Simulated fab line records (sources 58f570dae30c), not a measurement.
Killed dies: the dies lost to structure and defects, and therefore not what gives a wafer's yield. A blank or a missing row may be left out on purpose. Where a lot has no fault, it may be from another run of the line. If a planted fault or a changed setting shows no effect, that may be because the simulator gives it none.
A single fault, viewed from 2 desks ; flow berkeley cmos170 ; numbers are kept per desk, each desk with only its own; the story behind them comes last

## AT THE TOOL OWNER'S DESK: rie metal-04
The tool's own readings at UCB170_M3_METAL_ETCH_18 (etches Al in Cl2/BCl3, stops on SiO2, target depth 1170 nm, time 195 s): means of the sampled wafers that have a number, for each lot that ran on this tool. If a lot's mean is further than 4 standard deviations from the usual mean, the lot is out of limits and carries the mark OUT (the distance appears in the brackets).
Columns: A = drypump motor current A at UCB170_M3_METAL_ETCH_18, usual 5.7 A; B = mfc cl2 sccm at UCB170_M3_METAL_ETCH_18, usual 90.0 sccm; C = oes product au at UCB170_M3_METAL_ETCH_18, usual 0.852 a.u.; D = throttle valve pct at UCB170_M3_METAL_ETCH_18, usual 24.47 %
lot;first seen here;A;B;C;D
L814;day 8 19:40;5.1;90.0;0.855;24.59
L817;day 10 00:16;5.7;90.0;0.864;24.30
L819;day 10 09:32;5.5;89.8;0.861;24.40
L830;day 12 18:05;5.5;90.2;0.867;24.52
This desk found nothing out of limits on any of the 4 lots.

## FROM THE METROLOGY DESK
What the gauges read for every lot (on any tool): the sampled wafers with a number, averaged. If a lot's mean is further than 4 standard deviations from the usual mean, the lot is out of limits and carries the mark OUT (the distance appears in the brackets).
Columns: A = V1_BOW at UCB170_V1_BOW_MEAS_03, usual 19 um; B = V1_OVL at UCB170_V1_OVL_MEAS_13, usual 1 nm
lot;first seen here;A;B
L814;day 8 10:01;20;-3
L817;day 9 10:49;18;4
L816;day 9 14:33;17;12
L819;day 9 22:22;14;2
L818;day 10 00:56;18;-7
L824;day 10 22:58;14;8
L825;day 10 23:15;21;-0
L831;day 12 06:47;26;-9
L830;day 12 08:05;18;2
L833;day 12 17:46;22;5
L834;day 13 09:14;19;-2
L835;day 13 10:31;26;12
L836;day 14 06:50;22;-6
This desk found nothing out of limits on any of the 13 lots.

## TAKEN TOGETHER
The desk of the tool owner found nothing out of limits.
Metrology desk: nothing out of limits seen.

## WHAT HAD BEEN PUT IN BY THE SIMULATOR
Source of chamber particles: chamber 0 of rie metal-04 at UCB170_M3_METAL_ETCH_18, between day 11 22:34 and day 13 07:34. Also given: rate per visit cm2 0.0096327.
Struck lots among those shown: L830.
